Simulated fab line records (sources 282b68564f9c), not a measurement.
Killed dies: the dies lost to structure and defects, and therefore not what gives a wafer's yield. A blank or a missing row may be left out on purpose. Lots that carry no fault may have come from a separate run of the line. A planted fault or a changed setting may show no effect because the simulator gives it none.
A lot that was struck, set against a sound lot :: flow ritCmos :: 15 out of 202 route steps
Sound: these wafers, L246.1, L246.4, L246.5. Struck: wafers L262.1, L262.3, L262.4. At the end, the cause is stated.
Each step with rows lists, per side, the tool, then ch with its chambers, then its first start. Under that, the readings that differ: sound wafers :: struck wafers :: difference of the means :: sigmas: that difference in standard deviations of wafers without a fault.
alike: words and numbers the same on both sides, and readings whose means are apart by under 2 such deviations; not compared: readings that were withheld, readings missing a value for some wafer, numbers with overlapping values and no deviation given by the record, and bounds like >300 which may hide the same value.
The two part at a step that has a row with sigmas, a row that says differs or no value, or rows on one side only. Non-overlapping numbers with no deviation appear without sigmas and do not part them. Lack of a reading on every wafer of one side parts them only where that side has two or more wafers.

first, 2 steps without rows for these wafers: RIT_NWELL_PEB_04; RIT_NWELL_DEVELOP_05 (develop time 68 s).
RIT_NWELL_OVL_MEAS_06:
  sound: overlay-01 at day 2 06:59; struck: overlay-02 at day 5 14:23
  alike: NWELL_OVL
then, 2 steps without rows for these wafers: RIT_NWELL_HARDBAKE_07 (time 120 s); RIT_NWELL_IMPLANT_08.
RIT_NWELL_STRIP_09: strips in O2, time 180 s.
  sound on plasmaAsher-03 ch 0,1, day 2 07:25; struck on plasmaAsher-01 ch 0,1, day 5 14:49
  alike: drypumpMotorCurrentA
  not compared: rfHoursCounterH
RIT_NWELL_TW_MEAS_10:
  sound: filmMetro-03 at day 2 07:36; struck: filmMetro-03 at day 5 14:59
  alike: NWELL_TW
then, 5 steps without rows for these wafers: RIT_PWELL_HMDS_00 (prime time 60 s); RIT_PWELL_COAT_01 (resist thk 1300 nm); RIT_PWELL_SOFTBAKE_02 (time 60 s); RIT_PWELL_EXPOSE_03 (exposes mask M3, target cd 43700 nm); RIT_PWELL_PEB_04.
RIT_PWELL_DEVELOP_05: develop time 68 s.
  sound on lithoTrack-03 ch 0, day 2 08:00; struck on lithoTrack-04 ch 0, day 5 15:00
reading: developerTempC (C)
sound: 23.05 22.96 23.15
struck: 24.10 23.98 24.04
difference: +0.99
sigmas: +8
  alike: chillPlateTempC
RIT_PWELL_OVL_MEAS_06:
  sound: overlay-02 at day 2 08:40; struck: overlay-01 at day 5 16:03
  alike: PWELL_OVL
RIT_M1_PROBE_99:
  sound: prober-02 at day 4 00:51; struck: prober-02 at day 7 06:40
  alike: killed_at_M0_to_M3, killedAtContacts, killedAtFrontEnd, killedDies, killedOpen, killedShort

== WHERE THEY PART ==
Only at RIT_PWELL_DEVELOP_05, as far as this record shows. Later steps at which nothing parts them and some readings are alike: RIT_PWELL_OVL_MEAS_06, RIT_M1_PROBE_99.

WHY: whatever the simulator had introduced
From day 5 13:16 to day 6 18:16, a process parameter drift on lithoTrack-04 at RIT_PWELL_DEVELOP_05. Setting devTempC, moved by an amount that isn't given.
